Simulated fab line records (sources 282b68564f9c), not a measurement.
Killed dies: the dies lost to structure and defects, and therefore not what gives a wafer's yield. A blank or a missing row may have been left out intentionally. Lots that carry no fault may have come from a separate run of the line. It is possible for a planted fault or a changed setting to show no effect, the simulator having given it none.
Comparing a struck lot with a sound one + flow rit cmos + 29 out of 202 route steps
Sound: these wafers, L864.1, L864.2, L864.3. Struck: wafers L874.1, L874.2, L874.3. At the end, the cause is stated.
For every step that has rows: the tool of each side, followed by ch and its chambers, followed by its first start. Under that, the readings that differ: sound wafers + struck wafers + difference of the means + sigmas: that difference in standard deviations of wafers without a fault.
alike: readings whose means differ by less than 2 such deviations, and words and numbers that are the same on both sides. not compared: withheld readings, readings that some wafer has no value for, bounds like >300 that may hide the same value, and numbers for which the record gives no deviation and whose values overlap.
A row with sigmas, a row that says differs or no value, or rows on one side alone: a step with any of these is where the two part. Numbers that have no deviation but don't overlap get no sigmas and don't part them. Lack of a reading on every wafer of one side parts them only where that side has two or more wafers.

RIT_SDANNEAL_RTA_03: time 5 s.
  sound on rtp anneal-02 ch 0, day 3 19:16; struck on rtp anneal-01 ch 0, day 6 18:56
  alike: ramp down c per s, wafer_temp_C_max
RIT_SDANNEAL_RS_MEAS_04: measures by four-point-probe.
  sound: film metro-04 at day 3 19:19; struck: film metro-01 at day 6 18:59
  alike: PSD_RS
RIT_SDANNEAL_RS_MEAS_05: measures by four-point-probe.
  sound: film metro-04 at day 3 19:26; struck: film metro-01 at day 6 19:07
| reading         | sound             | struck            | difference | sigmas |
|-----------------|-------------------|-------------------|------------|--------|
| NSD_RS (ohm/sq) | 84.09 84.38 83.94 | 84.92 84.89 84.71 | +0.70      | +2     |
RIT_SDANNEAL_RS_MEAS_06: measures by four-point-probe.
  sound: film metro-04 at day 3 19:34; struck: film metro-01 at day 6 19:14
  alike: PLDD_RS
RIT_SDANNEAL_RS_MEAS_07: measures by four-point-probe.
  sound: film metro-04 at day 3 19:41; struck: film metro-01 at day 6 19:21
| reading          | sound             | struck            | difference | sigmas |
|------------------|-------------------|-------------------|------------|--------|
| NLDD_RS (ohm/sq) | 150.6 151.0 150.6 | 152.6 152.7 153.0 | +2.0       | +3     |
then, 1 step without rows for these wafers: RIT_SILICIDE_WET_ETCH_00 (etches SiO2 in BOE, target depth 14 nm, time 15 s).
RIT_SILICIDE_SPUTTER_01: material Ti, target thk 30 nm, time 240 s.
  sound: pvd sputter-03 at day 3 19:49; struck: pvd sputter-03 at day 6 19:29
  alike: throttle valve pct
RIT_SILICIDE_RS_MEAS_02: measures by four-point-probe.
  sound: film metro-02 at day 3 19:58; struck: film metro-03 at day 6 19:38
  alike: SILICIDE_TI_RS
RIT_SILICIDE_THK_MEAS_03: measures by xrf.
  sound: film metro-02 at day 3 20:05; struck: film metro-03 at day 6 19:45
  alike: SILICIDE_TI_THK
RIT_SILICIDE_RTA_04: time 10 s, ramp up 5 s, ramp down 5 s.
  sound on rtp anneal-01 ch 0, day 3 20:08; struck on rtp anneal-02 ch 0, day 6 19:49
| reading          | sound             | struck            | difference | sigmas |
|------------------|-------------------|-------------------|------------|--------|
| wafer_temp_C_max | 653.3 655.4 652.8 | 651.8 652.1 652.6 | -1.7       | -2     |
then, 1 step without rows for these wafers: RIT_SILICIDE_WET_ETCH_05 (etches Ti in SPM, time 120 s).
RIT_SILICIDE_RTA_06: time 10 s, ramp up 5 s, ramp down 10 s.
  sound on rtp anneal-02 ch 0, day 3 20:16; struck on rtp anneal-01 ch 0, day 6 19:55
  alike: wafer_temp_C_max
RIT_CONTACT_CVD_00: deposits SiO2 from TEOS, target thk 400 nm, time 61 s.
  sound on pecvd-03 ch 0,1,2, day 3 20:19; struck on pecvd-04 ch 1,2, day 6 20:14
  alike: heater power w
RIT_CONTACT_THK_MEAS_01:
  sound: film metro-04 at day 3 20:22; struck: film metro-01 at day 6 20:19
| reading               | sound       | struck      | difference | sigmas |
|-----------------------|-------------|-------------|------------|--------|
| CONTACT_TEOS_THK (nm) | 405 403 409 | 785 785 798 | +384       | +74    |
then, 6 steps without rows for these wafers: RIT_CONTACT_HMDS_02 (prime time 60 s); RIT_CONTACT_COAT_03 (resist thk 1000 nm); RIT_CONTACT_SOFTBAKE_04 (time 60 s); RIT_CONTACT_EXPOSE_05 (exposes mask M11, target cd 1000 nm); RIT_CONTACT_PEB_06; RIT_CONTACT_DEVELOP_07 (develop time 120 s).
RIT_CONTACT_CD_MEAS_08: target cd 1000 nm.
  sound: cd sem-02 at day 3 21:32; struck: cd sem-02 at day 6 21:44
  alike: cd nm
RIT_CONTACT_OVL_MEAS_09:
  sound: overlay-02 at day 3 21:39; struck: overlay-02 at day 6 21:51
  alike: CONTACT_OVL
then, 1 step without rows for these wafers: RIT_CONTACT_HARDBAKE_10 (time 60 s).
RIT_CONTACT_ETCH_11: etches SiO2 in CHF3/CF4/Ar, stops on TiSi2, target depth 480 nm, time 310.5 s.
  sound on rie diel-04 ch 0,2,3, day 3 21:52; struck on rie diel-01 ch 1,2,3, day 6 22:02
| reading                             | sound             | struck            | difference | sigmas |
|-------------------------------------|-------------------|-------------------|------------|--------|
| model.etch.depth nm (nm)            | 404.8 403.3 409.1 | 457.8 457.7 450.8 | +49.7      |        |
| model.CONTACT.feature depth nm (nm) | 404.8 403.3 409.1 | 457.8 457.7 450.8 | +49.7      |        |
  alike: drypump motor current A, mfc ar sccm, oes product au, throttle valve pct
  not compared: rf hours counter h
RIT_CONTACT_STRIP_12: strips in O2, time 180 s.
  sound on plasma asher-02 ch 0,1, day 3 22:04; struck on plasma asher-04 ch 0,1, day 6 22:14
| reading                     | sound       | struck      | difference | sigmas |
|-----------------------------|-------------|-------------|------------|--------|
| drypump motor current A (A) | 6.3 6.6 6.3 | 5.3 5.2 5.1 | -1.2       | -3     |
  not compared: rf hours counter h
RIT_CONTACT_CD_MEAS_90: target cd 1000 nm.
  sound: cd sem-01 at day 3 22:14; struck: cd sem-02 at day 6 22:25
  alike: cd nm
RIT_CONTACT_CLEAN_13: cleans in SC1, time 600 s.
  sound on wet bench-03 ch 1, day 3 22:22; struck on wet bench-01 ch 0, day 6 22:32
| reading                                  | sound           | struck            | difference | sigmas |
|------------------------------------------|-----------------|-------------------|------------|--------|
| model.SiO2_of_CONTACT_CVD_00.thk nm (nm) | 400.7 399.2 405 | 780.8 779.9 793.4 | +383.1     |        |
then, 1 step without rows for these wafers: RIT_CONTACT_CLEAN_14 (cleans in SC2, time 600 s).
RIT_M1_PROBE_99:
  record: rows for the struck wafers here (prober-01, day 7 03:05), none for the sound ones

== WHERE THEY PART ==
At RIT_SDANNEAL_RS_MEAS_05 first; at RIT_M1_PROBE_99 last (within this record only).

WHY: the cause the simulator had injected
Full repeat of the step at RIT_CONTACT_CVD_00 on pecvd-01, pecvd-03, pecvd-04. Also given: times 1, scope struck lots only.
